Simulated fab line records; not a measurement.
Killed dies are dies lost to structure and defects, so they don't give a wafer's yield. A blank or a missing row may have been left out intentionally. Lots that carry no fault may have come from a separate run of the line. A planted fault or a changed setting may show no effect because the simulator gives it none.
Code-filled problem report in 8D (eight disciplines) form	flow rit cmos	the parts of the form that need people (team, actions taken, sign-off) are left out

## 1. PROBLEM STATEMENT
killed_at_M0_to_M3 at RIT_M1_PROBE_99 reads a mean of 36.3 on 3 wafers of 1 lot; wafers without a fault read 0.0 with a standard deviation of 0.083. That is +99 or more standard deviations from the usual mean.
First observed at day 6 07:56: wafer L241.3, on prober-01. The record has a number at this step for 18 wafers belonging to 6 lots. The rule behind "out" and "out of limits": a value lying over 4 standard deviations away from the usual mean. The rest of the wafers with a number are treated as sound.

## 2. WHAT IT IS, AND WHAT IT ISN'T
question	is	is not
which readings at this step	killed_at_M0_to_M3, killed at front end, killed dies, killed on rim	killed short
which lots	L241	L228, L233, L235, L236, L249
which wafers of those lots	all that have a number	-
read on which tools	prober-01	prober-02
when	from day 6 07:56	up to then (12 sound wafers); but 3 sound wafers of L249 came after

## 3. SUSPECTS, AND WHAT RULES EACH OUT
Counting: a tool stays on the suspect list if, at a process step up to the reading, it processed all lots that are out and no sound lot following the first of them.
- plasma asher-03 at RIT_PSD_STRIP_09 (strips in O2, time 180 s): kept. It ran the lot that is out, L241 (day 5 23:38), and no sound lot after that; its last sound lot up to then is L233 (day 4 11:30).
- rtp anneal-02 at RIT_SILICIDE_RTA_04 (time 10 s, ramp up 5 s, ramp down 5 s): ruled out as a lasting fault. Sound lots L249 ran on it after its first lot that is out, L241 (day 6 01:05).
- wet bench-03 at RIT_M1_STRIP_13 (strips in nmp, time 600 s): ruled out as a lasting fault. Sound lots L249 ran on it after its first lot that is out, L241 (day 6 05:44).
- prober-01 at RIT_M1_PROBE_99: ruled out as a lasting fault. Sound lots L249 ran on it after its first lot that is out, L241 (day 6 07:56).
The count leaves plasma asher-03 at RIT_PSD_STRIP_09.

## 4. THE CAUSE (what the simulator had put in)
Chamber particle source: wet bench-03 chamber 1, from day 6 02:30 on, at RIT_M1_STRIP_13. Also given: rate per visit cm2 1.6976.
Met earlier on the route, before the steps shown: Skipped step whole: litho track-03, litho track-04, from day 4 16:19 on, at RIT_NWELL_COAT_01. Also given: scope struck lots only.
Counting ruled it out, wrongly: the rule takes a fault to strike every lot that its tool runs from its start on, and this one did not.

## 5. THE CHAIN OF EFFECTS, in route order
Each row: a reading where the mean over the struck wafers with a number is more than 3 standard deviations away from the usual. Scope: only readings with a usual standard deviation given in the record; hours: median across lots of the time from each lot's start at the first step in this table that gives one to its start at this step; sigmas: change in usual standard deviations.
hours	step	reading	usual	on struck wafers	change	sigmas
0	RIT_M1_PROBE_99	killed_at_M0_to_M3	0.0	36.3	+36.3	+99 or more
0	RIT_M1_PROBE_99	killed at front end	7	227	+220	+73
0	RIT_M1_PROBE_99	killed dies	7	264	+257	+83
0	RIT_M1_PROBE_99	killed on rim	1.8	70.0	+68.2	+49
Its process steps:
- RIT_M1_PROBE_99

## 6. WHAT WOULD HAVE CAUGHT IT SOONER
In this record no reading fell out of limits until day 6 07:56, 5 hours after the fault had begun at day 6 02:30.
No tool reading at RIT_M1_STRIP_13 that has a usual standard deviation in the record was out on any struck wafer, so an alarm limit of 4 standard deviations on those readings would not have fired.
